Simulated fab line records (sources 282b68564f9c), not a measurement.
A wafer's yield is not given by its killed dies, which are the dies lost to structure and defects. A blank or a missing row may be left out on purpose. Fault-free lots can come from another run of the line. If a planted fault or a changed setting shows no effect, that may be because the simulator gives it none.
Which of the tools did it? / flow ritCmos / 39 wafers sampled from 13 lots at 1 step of a route of 202

WHAT THE GAUGES SHOWED, per wafer
Not one reading of a measure or inspect step in the record can be checked against a usual standard deviation.

TOOL THAT RAN EACH LOT (tool first, then ch and the chambers of the sampled wafers, then the start)
lot=L216; RIT_M1_SPUTTER_00=pvdSputter-01, day 3 08:35
lot=L217; RIT_M1_SPUTTER_00=pvdSputter-03, day 3 14:09
lot=L218; RIT_M1_SPUTTER_00=pvdSputter-01, day 3 16:06
lot=L219; RIT_M1_SPUTTER_00=pvdSputter-03, day 3 20:29
lot=L220; RIT_M1_SPUTTER_00=pvdSputter-01, day 4 03:34
lot=L221; RIT_M1_SPUTTER_00=pvdSputter-03, day 4 10:18
lot=L222; RIT_M1_SPUTTER_00=pvdSputter-01, day 4 12:28
lot=L223; RIT_M1_SPUTTER_00=pvdSputter-03, day 4 22:11
lot=L224; RIT_M1_SPUTTER_00=pvdSputter-01, day 5 01:37
lot=L225; RIT_M1_SPUTTER_00=pvdSputter-03, day 5 09:07
lot=L226; RIT_M1_SPUTTER_00=pvdSputter-04, day 5 14:04
lot=L229; RIT_M1_SPUTTER_00=pvdSputter-03, day 6 02:52
lot=L238; RIT_M1_SPUTTER_00=pvdSputter-01, day 7 20:56
- RIT_M1_SPUTTER_00: material Al, target thk 400 nm, time 500 s.

AS READ BY THE TOOLS THEMSELVES (means over the sampled wafers that have a number; for cases with no such wafer, the mark the record gives instead)
RIT_M1_SPUTTER_00.
lot=L216; tool=pvdSputter-01; cathodeDcPowerW (W)=1999.8; substrateTempC (C)=25.05; throttleValvePct (%)=29.3
lot=L217; tool=pvdSputter-03; cathodeDcPowerW (W)=2000.0; substrateTempC (C)=24.96; throttleValvePct (%)=30.1
lot=L218; tool=pvdSputter-01; cathodeDcPowerW (W)=2000.2; substrateTempC (C)=24.96; throttleValvePct (%)=29.5
lot=L219; tool=pvdSputter-03; cathodeDcPowerW (W)=1999.6; substrateTempC (C)=24.89; throttleValvePct (%)=30.1
lot=L220; tool=pvdSputter-01; cathodeDcPowerW (W)=2000.0; substrateTempC (C)=24.97; throttleValvePct (%)=29.7
lot=L221; tool=pvdSputter-03; cathodeDcPowerW (W)=1999.9; substrateTempC (C)=24.94; throttleValvePct (%)=30.0
lot=L222; tool=pvdSputter-01; cathodeDcPowerW (W)=2000.1; substrateTempC (C)=25.02; throttleValvePct (%)=29.3
lot=L223; tool=pvdSputter-03; cathodeDcPowerW (W)=1999.8; substrateTempC (C)=25.03; throttleValvePct (%)=30.4
lot=L224; tool=pvdSputter-01; cathodeDcPowerW (W)=1999.8; substrateTempC (C)=24.97; throttleValvePct (%)=29.7
lot=L225; tool=pvdSputter-03; cathodeDcPowerW (W)=1999.4; substrateTempC (C)=24.96; throttleValvePct (%)=30.6
lot=L226; tool=pvdSputter-04; cathodeDcPowerW (W)=2000.2; substrateTempC (C)=24.92; throttleValvePct (%)=29.9
lot=L229; tool=pvdSputter-03; cathodeDcPowerW (W)=1973.0; substrateTempC (C)=24.99; throttleValvePct (%)=30.9
lot=L238; tool=pvdSputter-01; cathodeDcPowerW (W)=2000.0; substrateTempC (C)=24.92; throttleValvePct (%)=29.4

THE ANSWER, worked out from the rows above alone
Rule: the lots themselves supply what counts as usual. The widest of any qualifying gaps counts: lots, ordered by their means at a reading, are off when they make up no more than a third of the lots, leave a main group of 4 or more, and stand apart from it by 3 or more times the standard deviation of that group's means. If all means in a main group match to the digits the tables above print for the reading, that group is not used. Also off: a lot with no number at a reading for which 4 or more lots have one. Where the step has rows for the other lots, those lots are counted as sound. First the gauges in route order, then the tools' own readings, where a lot's mean is used as printed above. The first step at which some lot is off is used, and at that step the reading that is off furthest; a lot without a number counts as furthest.
Off, at RIT_M1_SPUTTER_00 on cathodeDcPowerW: L229. Main group: mean 1999.9 W, sd 0.23.
If a tool, at that step or one of the process steps before it, ran each lot that is off and ran no sound lot following the first of them, it fits. One candidate fits, namely pvdSputter-03 at RIT_M1_SPUTTER_00. Its last sound lot is L225 (day 5 09:07), its first lot that is off L229 (day 6 02:52): a fault that began between those two fits.
The tool's own readings at RIT_M1_SPUTTER_00 bear it out: on the lots that are off they differ by more than 5 times the standard deviation of the sound lots' means. cathodeDcPowerW reads 1973.0 W there against 1999.9 W on the sound lots.

WHAT HAD BEEN PUT IN BY THE SIMULATOR
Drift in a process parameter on pvdSputter-03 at RIT_M1_SPUTTER_00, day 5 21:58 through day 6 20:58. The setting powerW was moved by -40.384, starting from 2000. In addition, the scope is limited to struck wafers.
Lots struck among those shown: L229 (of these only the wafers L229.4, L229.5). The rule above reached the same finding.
